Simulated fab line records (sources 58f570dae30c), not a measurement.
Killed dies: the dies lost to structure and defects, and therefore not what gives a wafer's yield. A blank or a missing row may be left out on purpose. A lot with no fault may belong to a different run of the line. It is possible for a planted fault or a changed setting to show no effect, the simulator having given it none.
Problem report in the 8D (eight disciplines) form, filled by code :: flow berkeleyCmos170 :: the parts of the form that need people (team, actions taken, sign-off) are left out

1. PROBLEM STATEMENT
PSD_TW at UCB170_PSD_TW_MEAS_10 reads a mean of 30 on 3 wafers of 1 lot; wafers without a fault read 2324 with a standard deviation of 26. Relative to the usual mean, that is a shift of -88 standard deviations.
Seen first at day 10 19:56 on filmMetro-01, wafer L266.2. The record holds 39 wafers of 13 lots with a number at this step. Rule for "out", or "out of limits": more than 4 standard deviations from the usual mean. The other wafers with a number count as sound.

2. WHAT IT IS; WHAT IT IS NOT
question: which readings at this step
is: PSD_TW
is not: -

question: which lots
is: L266
is not: L252, L253, L254, L255, L256, L257, L258, L262, L265, L273, L274, L275

question: which wafers of those lots
is: all that have a number
is not: -

question: read on which gauges
is: filmMetro-01
is not: filmMetro-02, filmMetro-03

question: when
is: from day 10 19:56
is not: up to then (24 sound wafers); but 12 sound wafers of L265, L273, L274, L275 came after

3. SUSPECTS, AND WHAT RULES EACH OUT
Counting: a tool at any process step up to the reading remains a suspect when it ran all the lots that are out and ran no sound lot after the first of those.
- the gauge at UCB170_PSD_TW_MEAS_10: ruled out. All the wafers that are out were read on filmMetro-01, but those of them that UCB170_NLDD_STRIP_10 has rows for are out there too, on other tools.
- plasmaAsher-01 at UCB170_NVT_STRIP_08 (strips in O2): ruled out as a lasting fault. Sound lots L275 ran on it after its first lot that is out, L266 (day 9 02:59).
- rieSi-02 at UCB170_GATE_ETCH_15 (etches poly-Si in HBr/Cl2, stops on SiO2, time 56.3 s, target depth 278.2 nm): ruled out as a lasting fault. Sound lots L275 ran on it after its first lot that is out, L266 (day 10 03:34).
- plasmaAsher-01 at UCB170_NLDD_STRIP_10 (strips in O2): ruled out as a lasting fault. Sound lots L274 ran on it after its first lot that is out, L266 (day 10 13:31).
- plasmaAsher-02 at UCB170_PSD_STRIP_09 (strips in O2): ruled out as a lasting fault. Sound lots L273, L275 ran on it after its first lot that is out, L266 (day 10 19:50).
Left after counting: nothing in the record.

4. THE CAUSE (what the simulator had put in)
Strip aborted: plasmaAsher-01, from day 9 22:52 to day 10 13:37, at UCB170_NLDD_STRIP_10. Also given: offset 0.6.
It was ruled out by counting, in error; the rule expects a fault to strike all lots run on its tool from its start on, and this fault did not.

5. SEQUENCE OF EFFECTS, ordered by route
One row per reading whose mean, taken over the struck wafers that have a number, lies over 3 standard deviations from the usual. Scope: only readings with a usual standard deviation given in the record; hours: median across lots of the time from each lot's start at the first step in this table that gives one to its start at this step; sigmas: change in usual standard deviations.
hours: 0
step: UCB170_NLDD_STRIP_10
reading: oesProductAu
usual: 0.735 a.u.
on struck wafers: 0.977
change: +0.242
sigmas: +54

hours: 6
step: UCB170_PSD_STRIP_09
reading: oesProductAu
usual: 0.600 a.u.
on struck wafers: 0.630
change: +0.030
sigmas: +6.8

hours: 6
step: UCB170_PSD_STRIP_09
reading: stripTimeToEndpointS
usual: 29.37 s
on struck wafers: 38.25
change: +8.88
sigmas: +99 or more

hours: 6
step: UCB170_PSD_TW_MEAS_10
reading: PSD_TW
usual: 2324
on struck wafers: 30
change: -2294
sigmas: -88
Its process steps:
- UCB170_NLDD_STRIP_10: strips in O2.
- UCB170_PSD_STRIP_09: strips in O2.
Readings that are blank on the struck wafers while sound wafers have them: stripTimeToEndpointS at UCB170_NLDD_STRIP_10.

6. HOW IT WOULD HAVE BEEN CAUGHT EARLIER
21 hours passed between the start of the fault at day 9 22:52 and the first reading out of limits at a measuring or inspecting step in this record, taken at day 10 19:56.
At UCB170_NLDD_STRIP_10, the tool's own readings (oesProductAu) were out on each struck wafer the step has a row for, so an alarm limit on them would have fired on the first such wafer.
